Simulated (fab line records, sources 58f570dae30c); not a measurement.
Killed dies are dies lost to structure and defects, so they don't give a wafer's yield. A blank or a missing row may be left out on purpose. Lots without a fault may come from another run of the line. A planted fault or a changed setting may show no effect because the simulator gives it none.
Problem report in the 8D (eight disciplines) form, filled by code | flow berkeley_cmos170 | the parts of the form that need people (team, actions taken, sign-off) are left out

1. THE PROBLEM
FIELD_OXIDE_THK at UCB170_FIELD_THK_MEAS_02 reads a mean of 316 nm on 6 wafers of 2 lots; wafers without a fault read 555 nm with a standard deviation of 10. That is -24 standard deviations from the usual mean.
First seen on wafer L375.2, day 7 22:08, on film_metro-01. The record holds 33 wafers of 11 lots with a number at this step. Rule for "out", or "out of limits": more than 4 standard deviations from the usual mean. The other wafers with a number count as sound.

2. WHAT IT IS AND WHAT IT IS NOT
question                    | is                           | is not
which readings at this step | FIELD_OXIDE_THK              | -
which lots                  | L375, L376                   | L364, L365, L366, L367, L369, L370, L372, L373, L378
which wafers of those lots  | all that have a number       | -
read on which gauges        | film_metro-01, film_metro-04 | film_metro-03
when                        | from day 7 22:08             | up to then (24 sound wafers); but 3 sound wafers of L378 came after

3. SUSPECTS, AND WHAT RULES EACH OUT
Counting: a tool at a process step up to the reading stays a suspect if it ran every lot that is out and no sound lot after the first of them.
- the gauge at UCB170_FIELD_THK_MEAS_02: ruled out. The wafers that are out were read on 2 gauges (film_metro-01, film_metro-04).
- furnace-04 at UCB170_FIELD_OXIDATION_01 (target thk 558.3 nm, ox time 7200 s): kept. It ran every lot that is out, first L375 (day 7 19:07), and no sound lot after that; its last sound lot up to then is L370 (day 6 20:42).
Left after counting: furnace-04 at UCB170_FIELD_OXIDATION_01.

4. THE CAUSE (what the simulator had put in)
Process parameter drift: furnace-04, from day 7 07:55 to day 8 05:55, at UCB170_FIELD_OXIDATION_01. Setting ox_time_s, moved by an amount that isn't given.
Counting left only this tool.

5. THE CHAIN OF EFFECTS, in route order
Each row: a reading whose mean over the struck wafers that have a number lies more than 3 standard deviations from the usual. Only readings for which the record gives a usual standard deviation are gone through. hours: the time from each lot's start at the first step in this table that gives one to its start at this step, as a median over the lots. sigmas: the change in usual standard deviations.
hours | step                     | reading                | usual  | on struck wafers | change | sigmas
0     | UCB170_FIELD_THK_MEAS_02 | FIELD_OXIDE_THK        | 555 nm | 316              | -239   | -24
7     | UCB170_FIELD_THK_MEAS_90 | FIELD_OXIDE_LEFT_1_THK | 438 nm | 200              | -238   | -22
31    | UCB170_FIELD_THK_MEAS_91 | FIELD_OXIDE_LEFT_2_THK | 350 nm | 112              | -238   | -22
Later measuring or inspecting steps at which every struck wafer that the step has a row for has a number for every such reading, and none has moved that far: UCB170_NVT_OVL_MEAS_06.

6. WHAT WOULD HAVE CAUGHT IT SOONER
In this record the first reading out of limits at a measuring or inspecting step was taken at day 7 22:08, 14 hours after the fault began at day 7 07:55.
All the lots that are out (2) had begun UCB170_FIELD_OXIDATION_01 on furnace-04 by day 7 22:08. A hold on the tool at that time would have spared none of them.
